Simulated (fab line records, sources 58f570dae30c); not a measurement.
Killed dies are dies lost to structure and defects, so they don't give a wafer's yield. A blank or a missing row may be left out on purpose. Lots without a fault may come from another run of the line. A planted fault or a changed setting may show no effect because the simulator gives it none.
fab line records | flow berkeley_cmos170
record lots=14 wafers=42 last_day=12
route steps=331 shown NWELL@15 ACTIVE@75 CONTACT@218 M2@288
lots that met no fault: from a run of the same line without faults
start_h: hours from the record's first day to the start of the lot's first wafer shown | wait_h: hours since the lot's step before | " the same as in the row above | L1.1+2: a row that stands for several wafers | - no value, or no start given | * or withheld: withheld | < > ~ a bound
route shown NAME@n: a module of which the file shows steps, and the number in the route of the first | usual: mean/standard deviation of fault-free wafers | same: alike in all rows | chamber/n: place in a boat | sites: the reading at each site | _std_site: their standard deviation | _edge_site: outer sites' mean less inner sites' | radius_mm: how far each site lies from the wafer's centre | mask NAME#n: copy n | behind: the tool/chamber that last shaped the wafer | hold: why the lot was held/for how many hours/how that ended | device: the transistor (n, p or np) that didn't switch | end of line: the same wafers' tests at the end of the route | a step without rows: its recipe alone | killed: dies lost to structure and defects at the first sort, not the wafer's yield | map: a wafer's dies, x killed, . not, _ none there
set.NAME: the setting as run; set.NAME@STEP: as run at that earlier step | model.NAME: the simulator's own value behind a step, which no gauge read
steps of the route over a sample of lots; a table a step, a row a wafer
services: from which hour (start_h, from the record's first day; less than 0 if before it) a tool's chamber was out of use, for how many hours, and why
## steps
# step UCB170_NWELL_OXIDATION_01
# recipe temp_c=1000 ambient=O2 target_thk_a=264 ox_time_s=1260
# usual spike_tc_centre_C=1002.7/1.2 spike_tc_load_C=1025/3.5 spike_tc_source_C=1024.7/2 tube_center_temp_C=1000/0.086 tube_center_temp_C_max=1002.6/0.41 zone_power_centre_pct=48.7/2.7 zone_power_source_pct=34/3.1
# columns lot.wafer tool chamber start_h wait_h spike_tc_centre_C spike_tc_load_C spike_tc_source_C tube_center_temp_C tube_center_temp_C_max zone_power_centre_pct zone_power_source_pct
L584.1 furnace-02 0 30.39 3.5 1003.0 1017 1023.3 1000.1 1003.1 44.1 31
L584.2 " 0 " " 1001.6 1021 1022.0 999.89 1002.5 44.2 31
L584.4 " 0 " " 1001.6 1020 1020.5 1000 1002.2 44.1 31
L585.2 furnace-02 0 30.39 1.8 1001.9 1020 1022.5 1000.1 1002.8 44.7 31
L585.4 " 0 " " 1003.3 1018 1021.5 1000.1 1003.2 43.7 31
L585.5 " 0 " " 1002.7 1022 1022.8 999.93 1002.7 44.2 31
L586.1 furnace-04 0 38.45 2.7 1003.3 1028 1024.7 999.95 1002.4 50.0 38
L586.2 " 0 " " 1003.8 1028 1025.6 999.98 1002.1 49.9 38
L586.3 " 0 " " 1002.2 1028 1025.1 999.97 1003.2 50.3 37
L588.3 furnace-04 0 45.23 0.3 1003.3 1028 1023.4 1000.1 1002.4 49.2 37
L588.4 " 0 " " 1002.4 1026 1024.2 999.95 1002.3 49.3 38
L588.5 " 0 " " 1002.7 1028 1024.6 1000.2 1003.1 49.9 38
L590.1 furnace-04 0 61.58 1.6 1002.8 1029 1024.7 999.98 1003.0 49.3 37
L590.5 " 0 " " 1002.2 1030 1023.8 1000.1 1002.2 49.7 38
L590.6 " 0 " " 1000.7 1028 1025.4 1000 1002.8 50.1 38
L591.2 furnace-03 0 65.51 1.8 1003.5 1025 1028.0 999.93 1002.0 50.3 32
L591.4 " 0 " " 1004.0 1027 1026.0 1000 1003.6 50.3 32
L591.5 " 0 " " 1003.0 1026 1028.2 1000 1003.4 50.4 31
L595.1 furnace-03 0 89.48 4.4 1002.4 1024 1026.1 1000.1 1002.4 50.8 32
L595.2 " 0 " " 1002.0 1025 1025.6 1000.1 1002.4 50.9 31
L595.4 " 0 " " 1003.5 1024 1026.1 1000.1 1002.6 50.9 32
L596.1 furnace-03 0 89.48 4.4 1004.3 1026 1027.6 1000.1 1002.6 50.4 32
L596.3 " 0 " " 1003.2 1027 1027.2 1000.1 1002.7 51.6 31
L596.5 " 0 " " 1005.7 1024 1026.8 999.92 1002.2 50.8 31
L597.1 furnace-04 0 99.45 2.0 1002.5 1027 1025.8 999.89 1001.9 50.2 38
L597.3 " 0 " " 1000.4 1027 1023.7 1000.1 1003.4 50.4 37
L597.5 " 0 " " 1002.2 1028 1024.2 1000.1 1002.4 50.1 37
L600.3 furnace-03 0 111.26 2.5 1004.2 1025 1026.8 999.97 1002.9 51.4 32
L600.4 " 0 " " 1003.4 1025 1027.3 999.94 1002.7 51.0 31
L600.5 " 0 " " 1002.2 1027 1028.0 999.94 1002.9 50.9 31
L603.1 furnace-02 0 120.19 1.7 1002.3 1020 1022.0 999.81 1002.1 43.9 31
L603.4 " 0 " " 1002.7 1019 1024.6 1000.1 1002.9 43.9 31
L603.5 " 0 " " 1002.8 1019 1021.7 999.94 1002.2 43.4 31
L604.2 furnace-04 0 130.84 2.2 1114.8 1144 1140.2 1115.5 1117.6 57.4 49
L604.3 " 0 " " 1117.3 1145 1143.7 1115.5 1118.2 57.5 49
L604.4 " 0 " " 1118.1 1145 1141.5 1115.6 1118.8 56.8 49
L605.3 furnace-04 0 130.84 2.2 1118.1 1145 1142.7 1115.5 1117.6 56.8 49
L605.4 " 0 " " 1117.5 1145 1140.6 1115.5 1117.9 55.9 50
L605.6 " 0 " " 1117.3 1146 1141.9 1115.4 1117.9 57.1 49
L606.2 furnace-03 0 137.26 2.4 1004.2 1025 1025.0 999.91 1002.9 51.1 31
L606.4 " 0 " " 1004.0 1025 1027.3 999.89 1002.4 51.9 31
L606.5 " 0 " " 1004.1 1026 1027.2 999.94 1002.4 51.0 32
# step UCB170_NWELL_THK_MEAS_02
# recipe reads=SiO2_of_NWELL_OXIDATION_01
# usual NWELL_OXIDE_THK=26.7/0.5
# columns lot.wafer tool chamber start_h wait_h NWELL_OXIDE_THK[nm]
L584.1 film_metro-01 - 31.74 0.0 26.6
L584.2 " - " " 26.8
L584.4 " - " " 26.8
L585.2 film_metro-04 - 31.75 0.0 26.6
L585.4 " - " " 27.1
L585.5 " - " " 26.8
L586.1 film_metro-01 - 39.80 0.0 26.2
L586.2 " - " " 26.4
L586.3 " - " " 26.2
L588.3 film_metro-01 - 46.67 0.1 26.4
L588.4 " - " " 25.9
L588.5 " - " " 25.9
L590.1 film_metro-01 - 62.94 0.0 26.7
L590.5 " - " " 26.7
L590.6 " - " " 26.8
L591.2 film_metro-01 - 66.87 0.0 26.9
L591.4 " - " " 27.2
L591.5 " - " " 26.8
L595.1 film_metro-04 - 90.83 0.0 27.5
L595.2 " - " " 27.4
L595.4 " - " " 27.4
L596.1 film_metro-01 - 90.83 0.0 27.3
L596.3 " - " " 27.8
L596.5 " - " " 27.5
L597.1 film_metro-01 - 100.80 0.0 26.3
L597.3 " - " " 26.4
L597.5 " - " " 26.5
L600.3 film_metro-04 - 112.68 0.1 26.6
L600.4 " - " " 26.9
L600.5 " - " " 26.7
L603.1 film_metro-03 - 121.54 0.0 27.2
L603.4 " - " " 26.8
L603.5 " - " " 27.3
L604.2 film_metro-04 - 132.20 0.0 66.4
L604.3 " - " " 66.5
L604.4 " - " " 66.2
L605.3 film_metro-03 - 132.21 0.0 65.5
L605.4 " - " " 66.0
L605.6 " - " " 65.8
L606.2 film_metro-04 - 138.62 0.0 26.0
L606.4 " - " " 26.1
L606.5 " - " " 25.8
# step UCB170_ACTIVE_ETCH_15
# recipe chemistry=CH3F/Ar/O2 target=Si3N4 stop_on=SiO2 CH3F_flow_sccm=20 Ar_flow_sccm=50 O2_flow_sccm=7 pressure_mtorr=50 rf_w=450 target_depth_a=2420 over_etch_frac=0.1 time_s=151
# usual drypump_motor_current_A=5.7/0.49 mfc_ar_sccm=50.01/0.16 oes_product_au=0.950/0.014 throttle_valve_pct=8.12/0.11
# columns lot.wafer tool chamber start_h wait_h drypump_motor_current_A mfc_ar_sccm oes_product_au rf_hours_counter_h throttle_valve_pct
L585.2 rie_diel-04 2 98.11 0.0 5.1 49.94 0.935 40 8.19
L585.4 " 3 " " 5.9 50.07 0.921 29 7.95
L585.5 " 1 " " 5.0 50.04 0.937 - 8.18
L584.1 rie_diel-01 3 98.43 0.0 6.1 50.05 0.973 45 8.07
L584.2 " 2 " " 5.9 49.87 0.946 81 8.24
L584.4 " 0 " " 6.0 49.84 0.953 81 8.09
L586.1 rie_diel-01 0 102.50 0.0 6.0 49.79 0.970 81 8.09
L586.2 " 2 " " 6.0 49.86 0.946 81 8.25
L586.3 " 1 " " 6.3 50.02 0.965 22 8.15
L588.3 rie_diel-02 0 112.07 0.0 5.9 50.22 0.958 102 8.03
L588.4 " 3 " " 5.0 49.72 0.948 8 8.23
L588.5 " 0 " " 5.9 50.26 0.948 - 8.03
L590.1 rie_diel-01 0 115.22 0.0 6.0 50.11 0.945 81 8.10
L590.5 " 3 " " 6.1 50.01 0.972 - 8.07
L590.6 " 0 " " 6.0 49.84 0.951 - 8.10
L591.2 rie_diel-02 1 120.16 0.0 5.1 50.01 0.946 91 7.88
L591.4 " 3 " " 5.0 50.23 0.961 8 8.23
L591.5 " 1 " " 5.1 50.01 0.930 - 7.91
L595.1 rie_diel-01 3 150.76 0.0 6.1 49.88 0.979 47 8.09
L595.2 " 0 " " 6.1 49.72 0.951 83 8.10
L595.4 " 1 " " 6.3 49.96 0.949 25 8.15
L596.1 rie_diel-02 3 151.32 0.0 5.0 49.91 0.948 9 8.22
L596.3 " 0 " " 5.9 49.78 0.946 104 8.02
L596.5 " 0 " " 5.9 50.04 0.936 - 8.02
L597.1 rie_diel-02 2 157.84 0.0 6.3 50.28 0.964 69 8.22
L597.3 " 1 " " 5.1 50.02 0.931 93 7.89
L597.5 " 0 " " 5.9 50.13 0.941 - 8.02
L600.3 rie_diel-01 2 161.08 0.0 6.0 50.08 0.949 84 8.23
L600.4 " 3 " " 6.1 50.06 0.979 48 8.09
L600.5 " 0 " " 6.0 49.84 0.962 - 8.10
L603.1 rie_diel-01 0 177.31 0.0 6.0 50.00 0.955 84 8.07
L603.4 " 2 " " 5.9 50.05 0.936 85 8.24
L603.5 " 2 " " 5.9 49.86 0.927 - 8.24
L605.3 rie_diel-01 3 194.03 0.0 6.1 50.10 0.977 49 8.08
L605.4 " 2 " " 6.0 49.89 0.944 86 8.25
L605.6 " 0 " " 6.0 50.15 0.948 - 8.10
L604.2 rie_diel-02 3 198.86 0.0 5.0 50.24 0.959 11 8.23
L604.3 " 0 " " 5.9 49.99 0.966 105 8.04
L604.4 " 1 " " 5.1 49.90 0.934 94 7.88
L606.2 rie_diel-04 3 202.25 0.0 5.9 50.31 0.937 34 7.94
L606.4 " 1 " " 4.9 50.29 0.944 145 8.17
L606.5 " 1 " " 4.9 50.00 0.953 - 8.18
# step UCB170_CONTACT_THK_MEAS_02
# recipe reads=PSG_of_CONTACT_CVD_01
# usual CONTACT_PSG_THK=698/7.3
# columns lot.wafer tool chamber start_h wait_h CONTACT_PSG_THK[nm]
L584.1 film_metro-03 - 164.18 0.0 698
L584.2 " - " " 695
L584.4 " - " " 693
L586.1 film_metro-04 - 164.18 0.0 692
L586.2 " - " " 699
L586.3 " - " " 697
L585.2 film_metro-02 - 164.19 0.0 695
L585.4 " - " " 696
L585.5 " - " " 690
L590.1 film_metro-03 - 177.99 0.0 680
L590.5 " - " " 686
L590.6 " - " " 687
L588.3 film_metro-03 - 178.67 0.0 704
L588.4 " - " " 708
L588.5 " - " " 704
L591.2 film_metro-02 - 183.15 0.0 688
L591.4 " - " " 692
L591.5 " - " " 686
L595.1 film_metro-03 - 220.42 0.0 706
L595.2 " - " " 695
L595.4 " - " " 703
L596.1 film_metro-02 - 220.42 0.0 699
L596.3 " - " " 693
L596.5 " - " " 697
L600.3 film_metro-03 - 232.23 0.0 718
L600.4 " - " " 712
L600.5 " - " " 711
L597.1 film_metro-03 - 232.39 0.0 702
L597.3 " - " " 695
L597.5 " - " " 698
L603.1 film_metro-03 - 244.43 0.0 703
L603.4 " - " " 698
L603.5 " - " " 701
L606.2 film_metro-02 - 262.58 0.0 703
L606.4 " - " " 700
L606.5 " - " " 700
L605.3 film_metro-03 - 262.59 0.0 698
L605.4 " - " " 704
L605.6 " - " " 705
L604.2 film_metro-04 - 264.36 0.0 692
L604.3 " - " " 691
L604.4 " - " " 695
# step UCB170_M2_ETCH_17
# recipe chemistry=N2/H2 target_depth_a=withheld overetch_a=withheld target=BARC time_s=withheld source_w=500 bias_w=100 pressure_mtorr=30 n2_flow_sccm=100 h2_flow_sccm=200
# usual drypump_motor_current_A=5.9/0.47 oes_product_au=1.005/0.026 throttle_valve_pct=13.33/0.23
# columns lot.wafer tool chamber start_h wait_h drypump_motor_current_A oes_product_au throttle_valve_pct
L585.2 rie_diel-03 0 177.79 0.0 6.4 0.973 13.02
L585.4 " 1 " " 6.3 0.962 13.47
L585.5 " 3 " " 5.7 0.996 13.33
L584.1 rie_diel-02 0 178.03 0.0 5.9 1.025 13.33
L584.2 " 1 " " 5.1 0.985 12.86
L584.4 " 3 " " 5.0 1.048 13.63
L586.1 rie_diel-01 0 183.14 0.0 6.0 1.040 13.23
L586.2 " 3 " " 6.1 1.028 13.55
L586.3 " 1 " " 6.3 0.994 13.48
L590.1 rie_diel-02 0 191.18 0.0 5.9 1.021 13.33
L590.5 " 3 " " 5.0 1.033 13.61
L590.6 " 2 " " 6.3 1.039 13.51
L588.3 rie_diel-02 3 192.06 0.0 5.0 1.031 13.62
L588.4 " 0 " " 5.9 1.015 13.34
L588.5 " 1 " " 5.1 0.974 12.87
L591.2 rie_diel-03 3 201.70 0.0 5.7 1.002 13.33
L591.4 " 1 " " 6.4 0.974 13.49
L591.5 " 0 " " 6.4 0.982 13.02
L595.1 rie_diel-02 3 235.73 0.0 5.0 1.021 13.61
L595.2 " 0 " " 5.9 1.018 13.33
L595.4 " 2 " " 6.3 1.028 13.52
L596.1 rie_diel-03 1 235.81 0.0 6.3 0.960 13.48
L596.3 " 2 " " 5.7 0.982 13.22
L596.5 " 2 " " 5.7 0.992 13.24
L600.3 rie_diel-03 0 249.90 0.0 6.4 0.968 13.00
L600.4 " 2 " " 5.7 0.998 13.21
L600.5 " 1 " " 6.3 0.970 13.48
L597.1 rie_diel-02 1 250.18 0.0 5.1 0.975 12.87
L597.3 " 0 " " 5.9 1.012 13.33
L597.5 " 2 " " 6.3 1.035 13.51
L603.1 rie_diel-03 0 259.40 0.0 6.5 0.993 13.03
L603.4 " 3 " " 5.7 1.005 13.34
L603.5 " 0 " " 6.4 0.968 13.02
L606.2 rie_diel-02 1 279.19 0.0 5.1 0.983 12.86
L606.4 " 2 " " 6.3 1.024 13.51
L606.5 " 1 " " 5.1 0.978 12.85
L604.2 rie_diel-03 1 279.46 0.0 6.3 0.965 13.47
L604.3 " 0 " " 6.4 0.975 13.01
L604.4 " 3 " " 5.7 0.988 13.32
L605.3 rie_diel-01 1 279.79 0.0 6.3 0.996 13.47
L605.4 " 2 " " 5.9 1.032 13.51
L605.6 " 0 " " 6.1 1.052 13.25
## services
# columns tool chamber start_h hours kind
furnace-03 - 7.31 3.1 pm
rie_diel-01 0 10.31 3.1 repair
rie_diel-02 0 22.40 5.9 repair
rie_diel-03 - 24.59 0.6 repair
rie_diel-01 2 24.69 9.5 repair
rie_diel-01 0 25.45 39.0 repair
furnace-04 - 28.83 2.8 pm
rie_diel-03 1 38.88 4.1 repair
furnace-02 - 48.59 2.7 pm
furnace-02 - 64.11 26.0 pm
rie_diel-01 0 73.30 1.3 repair
furnace-04 - 90.17 3.7 pm
rie_diel-04 - 96.87 0.3 repair
rie_diel-03 1 106.22 7.3 repair
rie_diel-04 3 120.32 7.0 repair
rie_diel-02 2 130.96 2.5 repair
rie_diel-03 - 135.07 0.9 repair
furnace-02 - 143.22 4.8 pm
furnace-03 - 175.52 3.2 pm
rie_diel-03 - 176.63 1.1 repair
rie_diel-01 - 195.39 28.1 pm
furnace-04 - 195.80 2.9 pm
rie_diel-03 3 223.25 16.6 repair
rie_diel-01 - 232.02 1.2 repair
## key
first_sign step=UCB170_NWELL_OXIDATION_01 reading=tube_center_temp_C direction=up sigmas=99+ usual=* struck=*
effect step=UCB170_NWELL_OXIDATION_01 reading=tube_center_temp_C_max direction=up sigmas=99+ usual=* struck=*
effect step=UCB170_NWELL_THK_MEAS_02 reading=NWELL_OXIDE_THK direction=up sigmas=79 usual=26.7 struck=66.1
met_at UCB170_NWELL_OXIDATION_01
struck_lots L604,L605
tester_left_out L604,L605
not_acting_at UCB170_ACTIVE_ETCH_15,UCB170_CONTACT_THK_MEAS_02,UCB170_M2_ETCH_17
onset_between 99.45 130.84
fault kind=process_parameter_drift tool=furnace-04 chamber=- onset_h=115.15 steps=UCB170_NWELL_OXIDATION_01 channel=temp_c offset=* shape=step end_h=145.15 acts_in=* stated=*
# tester_left_out: of these lots the tester's yield and bins aren't shown, on N5 and GAA mostly nor the transistor test; their killed dies are dies lost to structure and defects alone, not to doping, threshold or leakage, so they don't give the yield
